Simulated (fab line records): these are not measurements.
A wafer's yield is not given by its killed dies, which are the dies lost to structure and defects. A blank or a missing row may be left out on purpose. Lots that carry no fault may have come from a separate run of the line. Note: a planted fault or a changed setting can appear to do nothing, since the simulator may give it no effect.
The tool behind it: which one?	flow berkeleyCmos170	7 lots with 21 wafers sampled at 2 steps, on a route of 331 steps

WHAT EACH GAUGE READ, for each wafer
UCB170_NLDD_TW_MEAS_11.
lot	measured	on	NLDD_TW
L713	day 7 02:02	filmMetro-02	2213 2204 2211
L715	day 7 11:24	filmMetro-04	2231 2232 2237
L717	day 7 21:54	filmMetro-03	2238 2221 2230
L721	day 9 04:32	filmMetro-03	2238 2242 2240
L724	day 9 21:31	filmMetro-02	2216 2214 2217
L726	day 10 09:22	filmMetro-03	2318 2317 2313
L729	day 10 18:03	filmMetro-02	2184 2204 2197

EACH LOT AND THE TOOL THAT RAN IT (in order: tool; ch and the chambers of the sampled wafers; start)
lot	UCB170_NLDD_IMPLANT_09
L713	implanter-03 ch 0, day 7 01:49
L715	implanter-01 ch 0, day 7 11:10
L717	implanter-01 ch 0, day 7 21:39
L721	implanter-01 ch 0, day 9 04:19
L724	implanter-03 ch 0, day 9 21:17
L726	implanter-01 ch 0, day 10 09:09
L729	implanter-03 ch 0, day 10 17:48
- UCB170_NLDD_IMPLANT_09

THE ANSWER, worked out from the rows above alone
Rule: usual is defined by the lots themselves. The widest of any qualifying gaps counts: lots, ordered by their means at a reading, are off when they make up no more than a third of the lots, leave a main group of 4 or more, and stand apart from it by 3 or more times the standard deviation of that group's means. A main group whose means are all the same, to the digits that the tables above print for the reading, isn't used. Also off: a lot with no number at a reading for which 4 or more lots have one. All remaining lots with rows at the step are treated as sound.
Off: at UCB170_NLDD_TW_MEAS_11 (NLDD_TW), L726. The main group: mean 2220, standard deviation 15.
A tool fits if, at a process step before that reading, it ran every lot that is off, and no sound lot after the first of them. The gauges at UCB170_NLDD_TW_MEAS_11 are tried like those tools. This does not decide it: 2 tools fit, namely implanter-01 at UCB170_NLDD_IMPLANT_09 and filmMetro-03 at UCB170_NLDD_TW_MEAS_11.

WHAT THE SIMULATOR HAD INSERTED
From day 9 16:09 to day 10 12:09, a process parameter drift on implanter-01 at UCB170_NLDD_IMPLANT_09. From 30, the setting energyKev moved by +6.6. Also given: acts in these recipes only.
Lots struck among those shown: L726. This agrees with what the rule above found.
